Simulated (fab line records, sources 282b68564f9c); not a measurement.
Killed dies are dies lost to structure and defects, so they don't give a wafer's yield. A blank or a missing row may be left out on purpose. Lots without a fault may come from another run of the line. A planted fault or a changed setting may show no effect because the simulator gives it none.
A struck lot beside a sound one | flow rit_cmos | 16 steps out of a route of 202
Sound: wafers L823.2, L823.3, L823.4. Struck: wafers L812.1, L812.3, L812.5. The cause comes at the end.
At each step with rows: each side's tool, then ch and its chambers, then its first start. Under that, the readings that differ: sound wafers | struck wafers | difference of the means | sigmas: that difference in standard deviations of wafers without a fault.
alike: readings whose means differ by less than 2 such deviations, and words and numbers that are the same on both sides. not compared: withheld readings, readings that some wafer has no value for, bounds like >300 that may hide the same value, and numbers for which the record gives no deviation and whose values overlap.
The two part at a step that has a row with sigmas, a row that says differs or no value, or rows on one side only. Numbers that don't overlap but have no deviation are shown without sigmas and don't part them. A reading that every wafer of one side lacks parts them only if that side has two wafers or more.

first, 4 steps without rows for these wafers: RIT_ACTIVE_SOFTBAKE_07 (time 60 s); RIT_ACTIVE_EXPOSE_08 (exposes mask M1, target cd 1400 nm); RIT_ACTIVE_PEB_09; RIT_ACTIVE_DEVELOP_10 (develop time 50 s).
RIT_ACTIVE_CD_MEAS_11: target cd 1400 nm.
  sound on cd_sem-02, day 4 18:55; struck on cd_sem-02, day 2 10:50
  alike: cd_nm
then, 1 step without rows for these wafers: RIT_ACTIVE_HARDBAKE_12 (time 60 s).
RIT_ACTIVE_ETCH_13: etches Si3N4 in SF6, stops on SiO2, time 201.2 s, target depth 210 nm.
  sound on rie_diel-04 ch 0,2,3, day 4 19:10; struck on rie_diel-01 ch 0,2,3, day 2 11:06
  alike: drypump_motor_current_A, oes_product_au, throttle_valve_pct
  not compared: rf_hours_counter_h
RIT_ACTIVE_STRIP_14: strips in O2, time 180 s.
  sound on plasma_asher-04 ch 0,1, day 4 19:19; struck on plasma_asher-02 ch 0, day 2 11:14
  alike: drypump_motor_current_A
  not compared: rf_hours_counter_h
RIT_ACTIVE_CD_MEAS_90: target cd 1400 nm.
  sound on cd_sem-02, day 4 19:30; struck on cd_sem-02, day 2 11:25
  alike: cd_nm
then, 3 steps without rows for these wafers: RIT_ACTIVE_CLEAN_15 (cleans in SC1, time 600 s); RIT_ACTIVE_CLEAN_16 (cleans in dHF, time 30 s); RIT_ACTIVE_CLEAN_17 (cleans in SC2, time 600 s).
RIT_FOX1_OXIDATION_00: target thk 350.7 nm, ox time 1130 s.
  sound on furnace-03 ch 0, day 4 20:53; struck on furnace-04 ch 0, day 2 13:10
  reading                                     | sound                | struck               | difference | sigmas
  tube_center_temp_C (C)                      | 1100.1 1100.2 1100.1 | 1099.9 1099.9 1099.9 | -0.2       | -2
  model.SiO2_of_FOX1_OXIDATION_00.thk_nm (nm) | 348.1 349.6 351.6    | 320.8 316.3 322      | -30.1      |
RIT_FOX1_THK_MEAS_01:
  sound on film_metro-01, day 4 22:13; struck on film_metro-02, day 2 14:28
  reading             | sound       | struck      | difference | sigmas
  FOX1_OXIDE_THK (nm) | 348 349 352 | 321 316 322 | -30        | -5
then, 1 step without rows for these wafers: RIT_FOX1_WET_ETCH_02 (etches SiO2 in BOE, target depth 350 nm, time 390 s).
RIT_M1_PROBE_99:
  sound on prober-02, day 6 19:04; struck on prober-01, day 4 09:02
  reading                        | sound          | struck         | difference | sigmas
  model.etest.nldd.width_nm (nm) | 3151 3164 3151 | 3165 3211 3211 | +40        |
  alike: killed_at_front_end, killed_dies, killed_on_rim, killed_open, killed_short
  not compared: model.etest.pplus_sal.width_nm, model.etest.nplus_sal.width_nm, model.etest.pldd.width_nm

WHERE THEY PART
First at RIT_FOX1_OXIDATION_00; last, within this record, at RIT_FOX1_THK_MEAS_01. Later steps at which nothing parts them and some readings are alike: RIT_M1_PROBE_99.

WHY: what the simulator had put in
Process parameter drift: furnace-04, from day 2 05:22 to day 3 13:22, at RIT_FOX1_OXIDATION_00. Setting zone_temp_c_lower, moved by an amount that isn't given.
